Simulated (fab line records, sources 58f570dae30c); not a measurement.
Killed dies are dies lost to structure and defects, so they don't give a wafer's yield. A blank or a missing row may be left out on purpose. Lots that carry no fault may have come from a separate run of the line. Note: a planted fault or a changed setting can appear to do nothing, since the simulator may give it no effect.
fab line records | flow berkeley-cmos170
record lots=5 wafers=15 last-day=13
route steps=331 shown V2@295 M3@309
lots with no fault: from the same line, run without faults
start-h: hours from the record's opening day to when the first of the lot's shown wafers began | wait-h: hours from the lot's prior step to this one | " unchanged from the row above | L1.1+2: several wafers, shown together as one row | - no value, or no start was given | * or withheld: withheld | < > ~ a bound
route shown NAME@n: a module of which the file shows steps, and the number in the route of the first | usual: mean/standard deviation of fault-free wafers | same: alike in all rows | chamber/n: place in a boat | sites: per-site readings | _std_site: standard deviation across them | _edge_site: mean of outer sites minus mean of inner sites | radius-mm: for every site, how far away it sits from the centre of the wafer | mask NAME#n: copy n | behind: the tool/chamber that last shaped the wafer | hold: why the lot went on hold/how many hours it stayed there/how the hold came to an end | device: which transistor (n, p or np) failed to switch | end of line: the route-end tests of the same wafers | a step without rows: its recipe alone | killed: dies that structure and defects cost at the first sort, which is not the same as the wafer's yield | map: per-die view of a wafer (x killed, . not killed, _ where there is no die)
set.NAME: the setting as run; set.NAME@STEP: as run at that earlier step | model.NAME: the simulator's own value behind a step, which no gauge read
a table for each step, a row for each wafer; lots at some steps of the route
services: the hour from which a tool's chamber was out of use, counted from the record's first day as start-h (under 0 if before that day), plus the number of hours and why
## steps
# step UCB170_V2_BOW_MEAS_03
# recipe mode=bow
# usual V2_BOW=37/6.3
# columns lot.wafer tool chamber start-h wait-h V2_BOW[um]
L081.1 film-metro-02 - 245.13 0.3 33
L081.3 " - " " 36
L081.6 " - " " 38
L084.1 film-metro-03 - 247.14 0.2 40
L084.2 " - " " 41
L084.3 " - " " 44
L080.2 film-metro-04 - 247.89 0.3 39
L080.3 " - " " 43
L080.5 " - " " 41
L094.1 film-metro-03 - 296.74 0.2 35
L094.3 " - " " 28
L094.6 " - " " 32
L096.1 film-metro-02 - 308.56 0.1 41
L096.2 " - " " 44
L096.3 " - " " 34
# step UCB170_V2_THK_MEAS_04
# recipe reads=SiO2_of_V2_CVD_00
# usual V2_POLISHED_THK=1000.0/1.2
# columns lot.wafer tool chamber start-h wait-h V2_POLISHED_THK[nm]
L081.1 film-metro-02 - 245.25 0.1 1001.1
L081.3 " - " " 1000.2
L081.6 " - " " 1001.9
L084.1 film-metro-03 - 247.26 0.1 1000.6
L084.2 " - " " 1001.8
L084.3 " - " " 1001.8
L080.2 film-metro-04 - 248.00 0.1 997.0
L080.3 " - " " 999.8
L080.5 " - " " 999.0
L094.1 film-metro-03 - 296.86 0.1 1002.8
L094.3 " - " " 1001.3
L094.6 " - " " 1000.4
L096.1 film-metro-02 - 308.68 0.1 1001.3
L096.2 " - " " 1002.4
L096.3 " - " " 1000.3
# step UCB170_V2_CLEAN_05
# recipe chemistry=DIW
# columns lot.wafer tool chamber start-h wait-h
L081.1+3+6 wet-bench-01 1 245.32 0.1
L084.1+2+3 wet-bench-02 2 247.32 0.1
L080.2+3+5 wet-bench-02 1 248.05 0.0
L094.1+3+6 wet-bench-01 0 296.92 0.1
L096.1+2+3 wet-bench-04 3 308.74 0.1
# step UCB170_V2_HMDS_06
# recipe prime-time-s=60 prime-temp-c=100
# usual chill-plate-temp-C=22.98/0.1
# columns lot.wafer tool chamber start-h wait-h chill-plate-temp-C
L081.1 litho-track-01 0 246.08 0.6 23.07
L081.3 " 0 " " 23.06
L081.6 " 0 " " 23.14
L084.1 litho-track-01 0 247.98 0.5 23.05
L084.2 " 0 " " 22.95
L084.3 " 0 " " 23.01
L080.2 litho-track-01 0 249.36 1.1 23.08
L080.3 " 0 " " 23.06
L080.5 " 0 " " 22.93
L094.1 litho-track-02 0 297.17 0.1 23.04
L094.3 " 0 " " 22.83
L094.6 " 0 " " 23.07
L096.1 litho-track-01 0 309.45 0.5 22.92
L096.2 " 0 " " 22.97
L096.3 " 0 " " 23.12
# step UCB170_V2_COAT_07
# recipe resist=KrF spin-rpm=1500 resist-thk-nm=900
# usual chill-plate-temp-C=23.00/0.095 dispense-pressure-kPa=47/5.4
# columns lot.wafer tool chamber start-h wait-h chill-plate-temp-C dispense-pressure-kPa
L081.1 litho-track-01 0 246.23 0.1 22.98 48
L081.3 " 0 " " 23.05 48
L081.6 " 0 " " 23.00 48
L084.1 litho-track-01 0 248.13 0.1 22.97 48
L084.2 " 0 " " 23.16 48
L084.3 " 0 " " 23.09 48
L080.2 litho-track-01 0 249.51 0.1 22.94 48
L080.3 " 0 " " 22.93 48
L080.5 " 0 " " 22.99 48
L094.1 litho-track-02 0 297.32 0.1 22.96 42
L094.3 " 0 " " 22.90 42
L094.6 " 0 " " 23.05 42
L096.1 litho-track-01 0 309.60 0.1 23.03 48
L096.2 " 0 " " 23.03 48
L096.3 " 0 " " 23.02 48
# step UCB170_V2_SOFTBAKE_08
# recipe resist=KrF temp-c=130 time-s=60
# usual chill-plate-temp-C=23.00/0.11 plate-temp-C=130.01/0.13
# columns lot.wafer tool chamber start-h wait-h chill-plate-temp-C plate-temp-C
L081.1 litho-track-01 0 246.38 0.1 22.88 129.98
L081.3 " 0 " " 22.80 129.97
L081.6 " 0 " " 22.87 129.83
L084.1 litho-track-01 0 248.28 0.1 23.04 129.89
L084.2 " 0 " " 23.02 129.85
L084.3 " 0 " " 23.03 129.86
L080.2 litho-track-01 0 249.66 0.1 22.96 129.85
L080.3 " 0 " " 22.95 129.92
L080.5 " 0 " " 23.11 129.96
L094.1 litho-track-02 0 297.47 0.1 23.15 129.93
L094.3 " 0 " " 23.05 130.22
L094.6 " 0 " " 23.07 130.08
L096.1 litho-track-01 0 309.75 0.1 23.09 129.97
L096.2 " 0 " " 22.96 129.94
L096.3 " 0 " " 23.06 129.84
# step UCB170_V2_EXPOSE_09
# recipe mask-id=VIA2 target-cd-nm=700 na=0.5 sigma-outer=0.6 source-shape=conventional dose-mj=37
# columns lot.wafer tool chamber start-h wait-h mask
L081.1+3+6 krf-scanner-01 0 246.53 0.1 VIA2#0
L084.1+2+3 krf-scanner-02 0 - - VIA2#0
L080.2+3+5 krf-scanner-01 0 - - VIA2#0
L094.1+3+6 krf-scanner-01 0 297.62 0.1 VIA2#0
L096.1+2+3 krf-scanner-01 0 310.01 0.2 VIA2#0
# step UCB170_V2_PEB_10
# recipe peb-temp-c=130 peb-time-s=withheld resist=KrF
# usual chill-plate-temp-C=23.03/0.098 plate-temp-C=130.00/0.14
# columns lot.wafer tool chamber start-h wait-h chill-plate-temp-C plate-temp-C
L081.1 litho-track-01 0 247.26 0.7 22.95 130.10
L081.3 " 0 " " 23.02 130.10
L081.6 " 0 " " 23.06 129.93
L084.1 litho-track-01 0 - - 22.96 129.91
L084.2 " 0 " " 23.10 129.99
L084.3 " 0 " " 22.85 130.19
L080.2 litho-track-01 0 - - 23.04 130.29
L080.3 " 0 " " 22.97 130.23
L080.5 " 0 " " 22.97 130.15
L094.1 litho-track-04 0 297.73 0.1 22.94 129.91
L094.3 " 0 " " 22.89 130.29
L094.6 " 0 " " 22.94 130.02
L096.1 litho-track-01 0 310.80 0.8 22.83 130.06
L096.2 " 0 " " 22.94 130.05
L096.3 " 0 " " 23.09 129.99
# step UCB170_V2_DEVELOP_11
# recipe developer=TMAH develop-time-s=45 resist=KrF dev-temp-c=21
# usual chill-plate-temp-C=22.99/0.12
# columns lot.wafer tool chamber start-h wait-h chill-plate-temp-C
L081.1 litho-track-01 0 - - 23.03
L081.3 " 0 " " 22.98
L081.6 " 0 " " 23.01
L084.1 litho-track-01 0 - - 22.93
L084.2 " 0 " " 22.99
L084.3 " 0 " " 23.05
L080.2 litho-track-01 0 - - 22.87
L080.3 " 0 " " 22.84
L080.5 " 0 " " 22.80
L094.1 litho-track-04 0 - - 23.07
L094.3 " 0 " " 23.16
L094.6 " 0 " " 22.95
L096.1 litho-track-01 0 - - 23.08
L096.2 " 0 " " 23.03
L096.3 " 0 " " 22.98
# step UCB170_V2_CD_MEAS_12
# recipe target-cd-nm=700
# usual cd-nm=699.5/1.4
# columns lot.wafer tool chamber start-h wait-h cd-nm
L081.1 cd-sem-01 - 247.53 - 698.2
L081.3 " - " " 697.8
L081.6 " - " " 698.7
L084.1 cd-sem-02 - 250.06 - 698.4
L084.2 " - " " 697.6
L084.3 " - " " 699.1
L080.2 cd-sem-01 - 251.80 - 699.7
L080.3 " - " " 701.1
L080.5 " - " " 699.4
L094.1 cd-sem-02 - 298.01 - 696.8
L094.3 " - " " 696.2
L094.6 " - " " 696.8
L096.1 cd-sem-01 - 311.08 - 700.0
L096.2 " - " " 700.4
L096.3 " - " " 700.3
# step UCB170_V2_OVL_MEAS_13
# usual V2_OVL=-2/5
# columns lot.wafer tool chamber start-h wait-h V2_OVL[nm]
L081.1 overlay-01 - 247.65 0.1 -5
L081.3 " - " " -9
L081.6 " - " " -9
L084.1 overlay-01 - 250.18 0.1 -6
L084.2 " - " " -2
L084.3 " - " " 3
L080.2 overlay-01 - 251.91 0.1 7
L080.3 " - " " 3
L080.5 " - " " 6
L094.1 overlay-01 - 298.13 0.1 3
L094.3 " - " " 3
L094.6 " - " " 4
L096.1 overlay-02 - 311.20 0.1 -3
L096.2 " - " " -10
L096.3 " - " " -9
# step UCB170_V2_ETCH_14
# recipe chemistry=CHF3/CF4/Ar target=SiO2 stop-on=Al CHF3_flow_sccm=45 cf4-flow-sccm=15 Ar_flow_sccm=150 pressure-mtorr=200 rf-w=700 target-depth-a=12500 over-etch-frac=0.25 time-s=291
# usual cf4-flow-sccm=15.00/0.037 drypump-motor-current-A=5.8/0.48 oes-product-au=0.876/0.015 throttle-valve-pct=6.94/0.12
# columns lot.wafer tool chamber start-h wait-h cf4-flow-sccm drypump-motor-current-A oes-product-au rf-hours-counter-h throttle-valve-pct
L081.1 rie-diel-01 3 247.69 0.0 14.96 5.9 0.854 12 6.83
L081.3 " 0 " " 15.00 5.9 0.891 3 7.16
L081.6 " 0 " " 14.97 5.9 0.884 - 7.15
L084.1 rie-diel-04 3 250.22 0.0 15.04 5.2 0.883 2 7.03
L084.2 " 2 " " 15.01 5.8 0.857 21 6.85
L084.3 " 0 " " 15.04 6.4 0.859 81 6.85
L080.2 rie-diel-01 3 251.94 0.0 15.01 5.8 0.849 13 6.82
L080.3 " 2 " " 14.99 6.5 0.878 84 7.00
L080.5 " 0 " " 15.00 5.9 0.881 - 7.15
L094.1 rie-diel-03 2 298.16 0.0 14.99 6.2 0.876 124 6.83
L094.3 " 1 " " 14.93 5.9 0.882 11 7.11
L094.6 " 2 " " 15.01 6.2 0.868 - 6.82
L096.1 rie-diel-03 1 311.23 0.0 15.06 5.9 0.878 12 7.12
L096.2 " 2 " " 14.93 6.2 0.869 124 6.81
L096.3 " 3 " " 15.03 5.7 0.879 26 7.00
# step UCB170_V2_STRIP_15
# recipe chemistry=O2 power-w=400 pressure-mtorr=3500 platen-temp-c=withheld o2-flow-sccm=400 overash-fraction=0.5
# usual drypump-motor-current-A=5.5/0.56 oes-product-au=0.721/0.0046 strip-time-to-endpoint-s=15.31/0.094
# columns lot.wafer tool chamber start-h wait-h drypump-motor-current-A oes-product-au rf-hours-counter-h strip-time-to-endpoint-s
L081.1 plasma-asher-02 0 247.87 0.1 4.8 0.722 42 15.35
L081.3 " 0 " " 4.8 0.717 - 15.42
L081.6 " 1 " " 5.7 0.716 - 15.43
L084.1 plasma-asher-03 0 250.39 0.1 5.2 0.720 56 15.13
L084.2 " 1 " " 6.4 0.725 56 15.07
L084.3 " 0 " " 5.2 0.721 - 15.37
L080.2 plasma-asher-02 0 252.12 0.1 4.8 0.723 42 15.33
L080.3 " 1 " " 5.7 0.722 - 15.31
L080.5 " 0 " " 4.8 0.725 - 15.35
L094.1 plasma-asher-04 1 298.34 0.1 5.3 0.723 22 15.18
L094.3 " 0 " " 6.2 0.717 - 15.32
L094.6 " 1 " " 5.3 0.717 - 15.14
L096.1 plasma-asher-02 0 311.41 0.1 4.8 0.723 50 15.36
L096.2 " 1 " " 5.7 0.719 50 15.16
L096.3 " 0 " " 4.9 0.727 - 15.23
# step UCB170_V2_CD_MEAS_90
# recipe target-cd-nm=700
# usual cd-nm=699.2/1.5
# columns lot.wafer tool chamber start-h wait-h cd-nm
L081.1 cd-sem-01 - 247.97 0.1 697.6
L081.3 " - " " 698.9
L081.6 " - " " 699.5
L084.1 cd-sem-02 - 250.49 0.1 698.6
L084.2 " - " " 698.2
L084.3 " - " " 698.8
L080.2 cd-sem-01 - 252.24 0.1 699.0
L080.3 " - " " 700.7
L080.5 " - " " 699.4
L094.1 cd-sem-01 - 298.44 0.1 696.1
L094.3 " - " " 696.9
L094.6 " - " " 696.2
L096.1 cd-sem-01 - 311.51 0.1 700.6
L096.2 " - " " 700.5
L096.3 " - " " 700.2
# step UCB170_M3_PRE_CLEAN_00
# recipe gas=Ar preclean-etch-time-s=60
# columns lot.wafer tool chamber start-h wait-h
L081.1+3+6 pvd-sputter-03 - 248.09 0.1
L084.1+2+3 pvd-sputter-02 - 250.61 0.1
L080.2+3+5 pvd-sputter-03 - 252.34 0.1
L094.1+3+6 pvd-sputter-04 - 298.56 0.1
L096.1+2+3 pvd-sputter-04 - 311.63 0.1
# step UCB170_M3_SPUTTER_01
# recipe material=Al target-thk-nm=900 time-s=120 power-w=6000 chamber-pressure-pa=0.5
# usual throttle-valve-pct=29.8/0.92
# columns lot.wafer tool chamber start-h wait-h throttle-valve-pct
L081.1 pvd-sputter-03 - 248.16 0.0 29.2
L081.3 " - " " 30.5
L081.6 " - " " 29.1
L084.1 pvd-sputter-02 - 250.68 0.0 30.9
L084.2 " - " " 28.7
L084.3 " - " " 30.6
L080.2 pvd-sputter-03 - 252.41 0.0 28.9
L080.3 " - " " 29.8
L080.5 " - " " 29.6
L094.1 pvd-sputter-04 - 298.64 0.0 30.2
L094.3 " - " " 30.0
L094.6 " - " " 30.2
L096.1 pvd-sputter-04 - 311.71 0.0 31.8
L096.2 " - " " 30.6
L096.3 " - " " 28.0
# step UCB170_M3_RS_MEAS_02
# recipe thk-meas-gauge=four-point-probe reads=Al_of_M3_SPUTTER_01
# usual M3_AL_RS=0.0321/0.00033
# columns lot.wafer tool chamber start-h wait-h M3_AL_RS[ohm/sq]
L081.1 film-metro-03 - 248.25 0.0 0.0322
L081.3 " - " " 0.0313
L081.6 " - " " 0.0323
L084.1 film-metro-01 - 250.76 0.0 0.0320
L084.2 " - " " 0.0321
L084.3 " - " " 0.0320
L080.2 film-metro-04 - 252.52 0.1 0.0326
L080.3 " - " " 0.0322
L080.5 " - " " 0.0325
L094.1 film-metro-04 - 298.73 0.0 0.0321
L094.3 " - " " 0.0325
L094.6 " - " " 0.0325
L096.1 film-metro-03 - 311.80 0.0 0.0323
L096.2 " - " " 0.0322
L096.3 " - " " 0.0321
# step UCB170_M3_THK_MEAS_03
# recipe thk-meas-gauge=xrf reads=Al_of_M3_SPUTTER_01
# usual M3_AL_THK=900/11
# columns lot.wafer tool chamber start-h wait-h M3_AL_THK[nm]
L081.1 film-metro-03 - 248.37 0.1 900
L081.3 " - " " 925
L081.6 " - " " 895
L084.1 film-metro-01 - 250.88 0.1 907
L084.2 " - " " 904
L084.3 " - " " 911
L080.2 film-metro-04 - 252.63 0.1 884
L080.3 " - " " 893
L080.5 " - " " 878
L094.1 film-metro-04 - 298.85 0.1 891
L094.3 " - " " 874
L094.6 " - " " 880
L096.1 film-metro-03 - 311.92 0.1 898
L096.2 " - " " 902
L096.3 " - " " 906
# step UCB170_M3_HMDS_04
# recipe prime-time-s=60 prime-temp-c=100
# usual chill-plate-temp-C=23.02/0.11
# columns lot.wafer tool chamber start-h wait-h chill-plate-temp-C
L081.1 litho-track-02 0 249.55 1.2 22.91
L081.3 " 0 " " 22.98
L081.6 " 0 " " 22.98
L084.1 litho-track-02 0 252.18 1.3 23.07
L084.2 " 0 " " 22.97
L084.3 " 0 " " 23.00
L080.2 litho-track-01 0 253.81 1.2 23.10
L080.3 " 0 " " 23.02
L080.5 " 0 " " 22.87
L094.1 litho-track-01 0 298.91 0.1 23.02
L094.3 " 0 " " 22.89
L094.6 " 0 " " 23.10
L096.1 litho-track-02 0 312.30 0.4 23.13
L096.2 " 0 " " 23.01
L096.3 " 0 " " 23.13
# step UCB170_M3_COAT_05
# recipe resist=KrF spin-rpm=1500 resist-thk-nm=900
# usual chill-plate-temp-C=23.02/0.098 dispense-pressure-kPa=47.6/2.8
# columns lot.wafer tool chamber start-h wait-h chill-plate-temp-C dispense-pressure-kPa
L081.1 litho-track-02 0 249.70 0.1 22.91 42.2
L081.3 " 0 " " 23.15 42.2
L081.6 " 0 " " 22.87 42.2
L084.1 litho-track-02 0 252.33 0.1 23.21 42.2
L084.2 " 0 " " 23.14 42.3
L084.3 " 0 " " 23.21 42.2
L080.2 litho-track-01 0 253.96 0.1 23.09 48.4
L080.3 " 0 " " 23.07 48.4
L080.5 " 0 " " 22.97 48.4
L094.1 litho-track-01 0 299.06 0.1 23.11 48.4
L094.3 " 0 " " 23.03 48.4
L094.6 " 0 " " 23.12 48.4
L096.1 litho-track-02 0 312.45 0.1 23.12 42.2
L096.2 " 0 " " 23.07 42.2
L096.3 " 0 " " 23.12 42.3
# step UCB170_M3_SOFTBAKE_06
# recipe resist=KrF temp-c=130 time-s=60
# usual chill-plate-temp-C=23.00/0.09 plate-temp-C=130.03/0.14
# columns lot.wafer tool chamber start-h wait-h chill-plate-temp-C plate-temp-C
L081.1 litho-track-02 0 249.85 0.1 22.95 129.91
L081.3 " 0 " " 23.01 129.96
L081.6 " 0 " " 23.03 129.92
L084.1 litho-track-02 0 252.48 0.1 22.99 129.93
L084.2 " 0 " " 23.01 130.08
L084.3 " 0 " " 23.04 129.98
L080.2 litho-track-01 0 254.11 0.1 23.06 130.31
L080.3 " 0 " " 23.14 130.10
L080.5 " 0 " " 23.03 129.95
L094.1 litho-track-01 0 299.21 0.1 23.05 130.18
L094.3 " 0 " " 22.96 130.12
L094.6 " 0 " " 23.10 130.08
L096.1 litho-track-02 0 312.60 0.1 23.14 129.85
L096.2 " 0 " " 22.94 130.04
L096.3 " 0 " " 23.22 130.00
# step UCB170_M3_STRIP_07
# recipe chemistry=O2 power-w=400 pressure-mtorr=3500 platen-temp-c=withheld o2-flow-sccm=400 overash-fraction=0.5
# usual drypump-motor-current-A=5.3/0.44 oes-product-au=0.734/0.0053 strip-time-to-endpoint-s=21.95/0.055
# columns lot.wafer tool chamber start-h wait-h drypump-motor-current-A oes-product-au rf-hours-counter-h strip-time-to-endpoint-s
L081.1 plasma-asher-01 0 250.00 0.1 5.0 0.723 53 21.91
L081.3 " 1 " " 5.3 0.730 - 21.97
L081.6 " 0 " " 5.0 0.728 - 21.96
L084.1 plasma-asher-03 0 252.63 0.1 5.2 0.732 56 22.03
L084.2 " 1 " " 6.4 0.737 56 21.93
L084.3 " 0 " " 5.2 0.737 - 21.92
L080.2 plasma-asher-01 0 254.23 0.1 5.0 0.734 54 21.93
L080.3 " 0 " " 5.0 0.740 - 21.95
L080.5 " 0 " " 5.0 0.734 - 21.93
L094.1 plasma-asher-02 0 299.36 0.1 4.8 0.744 49 21.89
L094.3 " 0 " " 4.8 0.744 - 21.93
L094.6 " 0 " " 4.8 0.737 - 21.88
L096.1 plasma-asher-02 0 312.75 0.1 4.8 0.737 50 22.03
L096.2 " 1 " " 5.7 0.728 50 22.01
L096.3 " 0 " " 4.8 0.741 - 22.03
# step UCB170_M3_STRIP_08
# recipe chemistry=DMSO temp-c=80 time-s=600 material=KrF
# columns lot.wafer tool chamber start-h wait-h
L081.1+3+6 wet-bench-04 3 250.10 0.1
L084.1+2+3 wet-bench-01 1 252.73 0.1
L080.2+3+5 wet-bench-04 3 254.33 0.1
L094.1+3+6 wet-bench-01 2 302.42 3.0
L096.1+2+3 wet-bench-04 1 313.22 0.4
# step UCB170_M3_COAT_09
# recipe resist=BARC temp-c=withheld time-s=withheld spin-rpm=3000 resist-thk-nm=withheld
# usual chill-plate-temp-C=* dispense-pressure-kPa=47/3.3
# columns lot.wafer tool chamber start-h wait-h chill-plate-temp-C dispense-pressure-kPa
L081.1 litho-track-03 0 251.50 1.2 * 50
L081.3 " 0 " " * 50
L081.6 " 0 " " * 50
L084.1 litho-track-02 0 253.98 1.1 * 42
L084.2 " 0 " " * 42
L084.3 " 0 " " * 42
L080.2 litho-track-03 0 255.32 0.8 * 50
L080.3 " 0 " " * 50
L080.5 " 0 " " * 50
L094.1 litho-track-03 0 302.86 0.3 * 50
L094.3 " 0 " " * 50
L094.6 " 0 " " * 50
L096.1 litho-track-03 0 313.61 0.2 * 50
L096.2 " 0 " " * 50
L096.3 " 0 " " * 50
# step UCB170_M3_COAT_10
# recipe resist=KrF spin-rpm=1500 resist-thk-nm=900
# usual chill-plate-temp-C=22.99/0.095 dispense-pressure-kPa=47/3.3
# columns lot.wafer tool chamber start-h wait-h chill-plate-temp-C dispense-pressure-kPa
L081.1 litho-track-03 0 - - 22.91 50
L081.3 " 0 " " 23.05 50
L081.6 " 0 " " 22.86 50
L084.1 litho-track-02 0 - - 22.80 42
L084.2 " 0 " " 22.98 42
L084.3 " 0 " " 22.86 42
L080.2 litho-track-03 0 - - 23.00 50
L080.3 " 0 " " 23.16 50
L080.5 " 0 " " 23.06 50
L094.1 litho-track-03 0 - - 22.93 50
L094.3 " 0 " " 22.98 50
L094.6 " 0 " " 22.80 50
L096.1 litho-track-03 0 - - 23.09 50
L096.2 " 0 " " 23.01 50
L096.3 " 0 " " 22.95 50
# step UCB170_M3_SOFTBAKE_11
# recipe resist=KrF temp-c=130 time-s=60
# usual chill-plate-temp-C=23.01/0.11 plate-temp-C=129.97/0.13
# columns lot.wafer tool chamber start-h wait-h chill-plate-temp-C plate-temp-C
L081.1 litho-track-03 0 - - 22.90 130.25
L081.3 " 0 " " 23.04 130.10
L081.6 " 0 " " 22.93 130.15
L084.1 litho-track-02 0 - - 22.96 129.72
L084.2 " 0 " " 22.88 129.93
L084.3 " 0 " " 23.05 129.89
L080.2 litho-track-03 0 - - 22.97 130.07
L080.3 " 0 " " 23.01 129.96
L080.5 " 0 " " 22.98 130.01
L094.1 litho-track-03 0 - - 22.69 130.03
L094.3 " 0 " " 22.89 129.91
L094.6 " 0 " " 22.86 129.83
L096.1 litho-track-03 0 - - 23.25 130.02
L096.2 " 0 " " 23.19 130.03
L096.3 " 0 " " 23.31 130.09
# step UCB170_M3_EXPOSE_12
# recipe mask-id=METAL3 target-cd-nm=700 na=0.5 sigma-outer=0.6 source-shape=conventional dose-mj=26
# columns lot.wafer tool chamber start-h wait-h mask
L081.1+3+6 krf-scanner-01 0 252.07 - METAL3#0
L084.1+2+3 krf-scanner-02 0 254.55 - METAL3#0
L080.2+3+5 krf-scanner-02 0 255.77 - METAL3#0
L094.1+3+6 krf-scanner-01 0 303.54 - METAL3#0
L096.1+2+3 krf-scanner-02 0 314.46 - METAL3#0
# step UCB170_M3_PEB_13
# recipe peb-temp-c=130 peb-time-s=withheld resist=KrF
# usual chill-plate-temp-C=22.99/0.11 plate-temp-C=129.99/0.12
# columns lot.wafer tool chamber start-h wait-h chill-plate-temp-C plate-temp-C
L081.1 litho-track-01 0 253.06 1.0 23.17 129.84
L081.3 " 0 " " 23.09 129.97
L081.6 " 0 " " 23.01 130.03
L084.1 litho-track-01 0 255.33 0.8 22.80 130.10
L084.2 " 0 " " 22.80 130.07
L084.3 " 0 " " 22.94 129.90
L080.2 litho-track-02 0 255.89 0.1 23.01 129.98
L080.3 " 0 " " 23.13 130.04
L080.5 " 0 " " 23.03 130.14
L094.1 litho-track-01 0 303.86 0.3 23.04 129.89
L094.3 " 0 " " 23.08 129.94
L094.6 " 0 " " 23.22 129.97
L096.1 litho-track-02 0 314.92 0.4 23.03 129.99
L096.2 " 0 " " 22.89 129.77
L096.3 " 0 " " 22.90 130.00
# step UCB170_M3_DEVELOP_14
# recipe developer=TMAH develop-time-s=45 resist=KrF dev-temp-c=21
# usual chill-plate-temp-C=23.01/0.1
# columns lot.wafer tool chamber start-h wait-h chill-plate-temp-C
L081.1 litho-track-01 0 - - 22.81
L081.3 " 0 " " 22.90
L081.6 " 0 " " 22.92
L084.1 litho-track-01 0 - - 22.89
L084.2 " 0 " " 22.93
L084.3 " 0 " " 23.10
L080.2 litho-track-02 0 - - 23.01
L080.3 " 0 " " 22.89
L080.5 " 0 " " 23.02
L094.1 litho-track-01 0 - - 23.00
L094.3 " 0 " " 23.07
L094.6 " 0 " " 22.94
L096.1 litho-track-02 0 - - 23.05
L096.2 " 0 " " 22.99
L096.3 " 0 " " 22.94
# step UCB170_M3_CD_MEAS_15
# recipe target-cd-nm=700
# usual cd-nm=700.6/1.5
# columns lot.wafer tool chamber start-h wait-h cd-nm
L081.1 cd-sem-01 - 253.33 - 699.4
L081.3 " - " " 699.9
L081.6 " - " " 700.4
L084.1 cd-sem-02 - 255.65 - 700.5
L084.2 " - " " 700.1
L084.3 " - " " 699.3
L080.2 cd-sem-02 - 256.16 - 700.5
L080.3 " - " " 701.1
L080.5 " - " " 700.6
L094.1 cd-sem-02 - 304.14 - 701.4
L094.3 " - " " 698.7
L094.6 " - " " 701.1
L096.1 cd-sem-02 - 315.20 - 702.4
L096.2 " - " " 701.9
L096.3 " - " " 701.7
# step UCB170_M3_OVL_MEAS_16
# usual M3_OVL=-3/6.1
# columns lot.wafer tool chamber start-h wait-h M3_OVL[nm]
L081.1 overlay-02 - 253.45 0.1 1
L081.3 " - " " 0
L081.6 " - " " 15
L084.1 overlay-01 - 255.77 0.1 0
L084.2 " - " " -4
L084.3 " - " " -1
L080.2 overlay-02 - 256.26 0.1 -15
L080.3 " - " " -4
L080.5 " - " " -9
L094.1 overlay-01 - 304.26 0.1 -10
L094.3 " - " " -4
L094.6 " - " " -4
L096.1 overlay-01 - 315.32 0.1 -11
L096.2 " - " " -2
L096.3 " - " " 1
# step UCB170_M3_ETCH_17
# recipe chemistry=N2/H2 target-depth-a=withheld overetch-a=withheld target=BARC time-s=withheld source-w=500 bias-w=100 pressure-mtorr=30 n2-flow-sccm=100 h2-flow-sccm=200
# usual bias-w=99.99/0.29 drypump-motor-current-A=5.8/0.51 oes-product-au=1.012/0.02 throttle-valve-pct=13.29/0.14
# columns lot.wafer tool chamber start-h wait-h bias-w drypump-motor-current-A oes-product-au throttle-valve-pct
L081.1 rie-diel-03 2 253.49 0.0 99.85 6.2 1.010 13.08
L081.3 " 1 " " 99.95 5.9 1.003 13.49
L081.6 " 2 " " 99.78 6.2 1.007 13.11
L084.1 rie-diel-02 0 255.80 0.0 100.02 5.0 0.998 13.22
L084.2 " 1 " " 99.75 6.5 1.022 13.39
L084.3 " 3 " " 99.79 5.6 0.981 13.29
L080.2 rie-diel-04 0 256.29 0.0 99.77 6.4 0.967 13.08
L080.3 " 1 " " 100.05 4.7 1.033 13.33
L080.5 " 2 " " 100.34 5.8 1.010 13.14
L094.1 rie-diel-02 2 304.29 0.0 100.04 6.3 1.051 13.44
L094.3 " 0 " " 100.17 5.0 0.994 13.21
L094.6 " 2 " " 99.54 6.3 1.054 13.43
L096.1 rie-diel-04 3 315.36 0.0 100.29 5.2 1.009 13.40
L096.2 " 0 " " 99.76 6.4 0.967 13.09
L096.3 " 2 " " 100.21 5.8 1.010 13.14
# step UCB170_M3_METAL_ETCH_18
# recipe chemistry=Cl2/BCl3 target=Al stop-on=SiO2 pressure-mtorr=12 target-depth-a=11700 over-etch-frac=0.3 time-s=195 icp-w=600 bias-w=120 Cl2_flow_sccm=90 bcl3-flow-sccm=45
# usual bias-w=120.0/0.35 drypump-motor-current-A=5.6/0.48 oes-product-au=0.848/0.01 throttle-valve-pct=24.48/0.094
# columns lot.wafer tool chamber start-h wait-h bias-w drypump-motor-current-A oes-product-au rf-hours-counter-h throttle-valve-pct
L081.1 rie-metal-02 1 253.53 - 119.7 5.3 0.849 13 24.46
L081.3 " 1 " " 119.5 5.4 0.859 - 24.43
L081.6 " 1 " " 120.1 5.3 0.845 - 24.46
L084.1 rie-metal-02 1 255.84 - 119.7 5.3 0.852 14 24.45
L084.2 " 1 " " 120.1 5.4 0.846 - 24.47
L084.3 " 1 " " 119.3 5.3 0.843 - 24.45
L080.2 rie-metal-04 0 256.34 - 120.0 5.2 0.846 3 24.33
L080.3 " 0 " " 120.5 5.2 0.847 - 24.32
L080.5 " 1 " " 120.0 6.7 0.827 - 24.60
L094.1 rie-metal-03 1 304.33 - 120.2 5.7 0.842 6 24.50
L094.3 " 0 " " 119.9 5.1 0.861 - 24.60
L094.6 " 0 " " 120.0 5.2 0.863 - 24.57
L096.1 rie-metal-04 0 315.40 - 120.3 5.2 0.836 6 24.31
L096.2 " 1 " " 119.9 6.7 0.843 1 24.50
L096.3 " 1 " " 120.0 6.7 0.856 - 24.49
## services
# columns tool chamber start-h hours kind
plasma-asher-04 - 228.22 4.3 repair
krf-scanner-01 0 233.06 - calibration
krf-scanner-02 - 233.98 1.0 pm
krf-scanner-01 - 235.17 1.0 pm
krf-scanner-02 - 239.00 0.8 pm
plasma-asher-03 - 242.39 0.5 repair
rie-metal-02 0 244.47 - clean
rie-metal-02 0 244.47 16.4 scheduled-down
rie-metal-02 0 244.47 16.4 vent-cycle
pvd-sputter-04 - 260.68 1.8 repair
rie-diel-04 0 262.90 17.8 repair
rie-metal-04 1 265.89 - clean
rie-metal-04 1 265.89 14.7 scheduled-down
rie-metal-04 1 265.89 14.7 vent-cycle
pvd-sputter-02 - 275.53 2.1 repair
krf-scanner-01 - 284.69 0.9 repair
rie-diel-04 1 288.09 11.5 repair
plasma-asher-02 - 289.54 1.4 repair
krf-scanner-02 - 293.89 4.4 pm
rie-diel-04 1 299.64 - clean
rie-diel-03 3 299.65 8.5 repair
krf-scanner-02 - 300.53 9.2 repair
krf-scanner-02 - 309.75 1.3 pm
rie-metal-02 1 312.75 - clean
## key
fault none
